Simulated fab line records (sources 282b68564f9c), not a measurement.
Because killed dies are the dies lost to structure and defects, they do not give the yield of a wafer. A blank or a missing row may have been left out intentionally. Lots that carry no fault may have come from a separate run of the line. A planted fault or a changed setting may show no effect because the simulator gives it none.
Which tool did it? / flow rit-cmos / 13 lots with 39 wafers sampled at 2 steps, on a route of 202 steps

WHAT THE GAUGES SHOWED, per wafer
RIT_ACTIVE_CD_MEAS_11: target cd 1400 nm. Usual: cd-nm reads 1400.6 nm (standard deviation 1.9).
lot=L512; measured=day 1 19:26; on=cd-sem-01; cd-nm (nm)=1400.2 1400.2 1401.1; flag=
lot=L514; measured=day 2 05:35; on=cd-sem-01; cd-nm (nm)=1398.8 1400.8 1401.5; flag=
lot=L516; measured=day 2 16:32; on=cd-sem-02; cd-nm (nm)=1399.6 1399.7 1398.4; flag=
lot=L518; measured=day 3 02:38; on=cd-sem-01; cd-nm (nm)=1397.1 1396.5 1396.2; flag=
lot=L519; measured=day 3 06:30; on=cd-sem-02; cd-nm (nm)=1397.4 1400.8 1400.3; flag=
lot=L520; measured=day 3 11:26; on=cd-sem-01; cd-nm (nm)=1402.2 1403.0 1403.1; flag=
lot=L521; measured=day 3 16:26; on=cd-sem-02; cd-nm (nm)=1555.0 1551.8 1552.3; flag=OFF
lot=L523; measured=day 4 03:58; on=cd-sem-02; cd-nm (nm)=1400.0 1401.5 1402.0; flag=
lot=L525; measured=day 4 13:17; on=cd-sem-01; cd-nm (nm)=1397.4 1397.8 1400.0; flag=
lot=L531; measured=day 5 18:36; on=cd-sem-01; cd-nm (nm)=1399.8 1399.5 1398.6; flag=
lot=L532; measured=day 5 23:28; on=cd-sem-01; cd-nm (nm)=1400.9 1398.7 1398.5; flag=
lot=L533; measured=day 6 04:28; on=cd-sem-01; cd-nm (nm)=1399.4 1402.8 1401.4; flag=
lot=L534; measured=day 6 09:34; on=cd-sem-01; cd-nm (nm)=1401.4 1399.2 1401.0; flag=

EACH LOT AND THE TOOL THAT RAN IT (in order: tool; ch and the chambers of the sampled wafers; start)
lot=L512; RIT_ACTIVE_EXPOSE_08=iline-stepper-02 ch 0, day 1 19:02
lot=L514; RIT_ACTIVE_EXPOSE_08=iline-stepper-01 ch 0, day 2 05:11
lot=L516; RIT_ACTIVE_EXPOSE_08=iline-stepper-02 ch 0, day 2 16:08
lot=L518; RIT_ACTIVE_EXPOSE_08=iline-stepper-01 ch 0, day 3 02:14
lot=L519; RIT_ACTIVE_EXPOSE_08=iline-stepper-01 ch 0, day 3 06:06
lot=L520; RIT_ACTIVE_EXPOSE_08=iline-stepper-01 ch 0, day 3 11:02
lot=L521; RIT_ACTIVE_EXPOSE_08=iline-stepper-01 ch 0, day 3 16:02
lot=L523; RIT_ACTIVE_EXPOSE_08=iline-stepper-02 ch 0, day 4 03:34
lot=L525; RIT_ACTIVE_EXPOSE_08=iline-stepper-01 ch 0, day 4 12:53
lot=L531; RIT_ACTIVE_EXPOSE_08=iline-stepper-01 ch 0, day 5 18:12
lot=L532; RIT_ACTIVE_EXPOSE_08=iline-stepper-01 ch 0, day 5 23:04
lot=L533; RIT_ACTIVE_EXPOSE_08=iline-stepper-01 ch 0, day 6 04:04
lot=L534; RIT_ACTIVE_EXPOSE_08=iline-stepper-02 ch 0, day 6 09:10
- RIT_ACTIVE_EXPOSE_08: exposes mask M1, target cd 1400 nm.

WHAT THE TOOLS THEMSELVES READ (means of the sampled wafers that have a number; where no wafer has one, the mark that the record gives instead)
RIT_ACTIVE_EXPOSE_08. Usual: exposure-dose-mJ-cm2 reads 224.90 (standard deviation 0.21).
lot=L512 tool=iline-stepper-02 exposure-dose-mJ-cm2=224.94 flag=
lot=L514 tool=iline-stepper-01 exposure-dose-mJ-cm2=225.12 flag=
lot=L516 tool=iline-stepper-02 exposure-dose-mJ-cm2=224.90 flag=
lot=L518 tool=iline-stepper-01 exposure-dose-mJ-cm2=225.02 flag=
lot=L519 tool=iline-stepper-01 exposure-dose-mJ-cm2=224.87 flag=
lot=L520 tool=iline-stepper-01 exposure-dose-mJ-cm2=224.93 flag=
lot=L521 tool=iline-stepper-01 exposure-dose-mJ-cm2=225.03 flag=
lot=L523 tool=iline-stepper-02 exposure-dose-mJ-cm2=224.63 flag=
lot=L525 tool=iline-stepper-01 exposure-dose-mJ-cm2=224.77 flag=
lot=L531 tool=iline-stepper-01 exposure-dose-mJ-cm2=225.04 flag=
lot=L532 tool=iline-stepper-01 exposure-dose-mJ-cm2=225.01 flag=
lot=L533 tool=iline-stepper-01 exposure-dose-mJ-cm2=224.70 flag=
lot=L534 tool=iline-stepper-02 exposure-dose-mJ-cm2=224.58 flag=

THE ANSWER, worked out from the rows above alone
Rule: a lot is off if the mean of its wafers that have a number lies more than 3 standard deviations from the usual mean. Also off: a lot with no number at a reading for which 4 or more lots have one. All remaining lots with rows at the step are treated as sound. The gauges are gone through in route order, then the tools' own readings, and for those a lot's mean is taken as printed above. At the first step where some lot is off, the reading lying furthest off is the one used; lots without a number count as furthest.
Off: L521, at RIT_ACTIVE_CD_MEAS_11 (cd-nm).
A tool fits if, at a process step before that reading, it ran every lot that is off, and no sound lot after the first of them. Gauges at RIT_ACTIVE_CD_MEAS_11: tried the same way as those tools. No candidate that was tried fits.

WHAT WAS PUT IN BY THE SIMULATOR
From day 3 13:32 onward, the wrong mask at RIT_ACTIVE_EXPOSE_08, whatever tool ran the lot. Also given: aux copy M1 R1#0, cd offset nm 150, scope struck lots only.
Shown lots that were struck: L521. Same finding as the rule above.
